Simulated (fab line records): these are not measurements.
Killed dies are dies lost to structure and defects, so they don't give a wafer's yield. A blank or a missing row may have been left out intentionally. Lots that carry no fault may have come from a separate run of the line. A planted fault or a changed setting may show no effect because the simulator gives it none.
Which of the tools did it? / flow berkeleyCmos170 / Sampling: 7 lots, 21 wafers, 3 of 331 route steps

WHAT THE GAUGES READ, wafer by wafer
UCB170_FIELD_THK_MEAS_02.
lot=L345; measured=day 5 09:56; on=filmMetro-04; FIELD_OXIDE_THK (nm)=548 549 548
lot=L347; measured=day 6 10:20; on=filmMetro-01; FIELD_OXIDE_THK (nm)=541 534 537
lot=L349; measured=day 6 10:19; on=filmMetro-04; FIELD_OXIDE_THK (nm)=558 558 568
lot=L353; measured=day 7 08:20; on=filmMetro-04; FIELD_OXIDE_THK (nm)=564 568 560
lot=L356; measured=day 8 04:19; on=filmMetro-03; FIELD_OXIDE_THK (nm)=552 551 550
lot=L361; measured=day 9 00:34; on=filmMetro-04; FIELD_OXIDE_THK (nm)=559 561 561
lot=L365; measured=day 9 23:22; on=filmMetro-01; FIELD_OXIDE_THK (nm)=557 553 554

WHAT TOOL EACH LOT RAN ON (gives the tool, then ch and the chambers of the sampled wafers, and finally the start)
lot=L345; UCB170_NWELL_STRIP_15=plasmaAsher-03 ch 0, day 3 01:35; UCB170_FIELD_OXIDATION_01=furnace-04 ch 0, day 5 06:56
lot=L347; UCB170_NWELL_STRIP_15=plasmaAsher-02 ch 0,1, day 3 14:02; UCB170_FIELD_OXIDATION_01=furnace-04 ch 0, day 6 07:19
lot=L349; UCB170_NWELL_STRIP_15=plasmaAsher-03 ch 0,1, day 4 00:27; UCB170_FIELD_OXIDATION_01=furnace-04 ch 0, day 6 07:19
lot=L353; UCB170_NWELL_STRIP_15=plasmaAsher-02 ch 0,1, day 4 18:41; UCB170_FIELD_OXIDATION_01=furnace-04 ch 0, day 7 05:20
lot=L356; UCB170_NWELL_STRIP_15=plasmaAsher-03 ch 0,1, day 5 12:06; UCB170_FIELD_OXIDATION_01=furnace-04 ch 0, day 8 01:16
lot=L361; UCB170_NWELL_STRIP_15=plasmaAsher-03 ch 1, day 6 10:39; UCB170_FIELD_OXIDATION_01=furnace-01 ch 0, day 8 21:34
lot=L365; UCB170_NWELL_STRIP_15=plasmaAsher-03 ch 0,1, day 7 09:28; UCB170_FIELD_OXIDATION_01=furnace-04 ch 0, day 9 20:20
- UCB170_NWELL_STRIP_15: strips in O2.
- UCB170_FIELD_OXIDATION_01: target thk 558.3 nm, ox time 7200 s.

THE ANSWER, worked out from the rows above alone
Rule: what is usual is taken from the lots themselves. Put in order of their means at a reading, lots are off if they are a third of the lots or fewer, leave a main group of 4 or more, and stand apart from it by a gap of 3 or more times the standard deviation of the main group's means; of several such gaps the widest counts. The tables above print the reading to a certain number of digits; a main group whose means all agree to those digits is not used. Also off: a lot with no number at a reading for which 4 or more lots have one. Where the step has rows for the other lots, those lots are counted as sound.
No lot is off at any reading shown: from this, nothing can be told.

WHAT THE SIMULATOR HAD INSERTED
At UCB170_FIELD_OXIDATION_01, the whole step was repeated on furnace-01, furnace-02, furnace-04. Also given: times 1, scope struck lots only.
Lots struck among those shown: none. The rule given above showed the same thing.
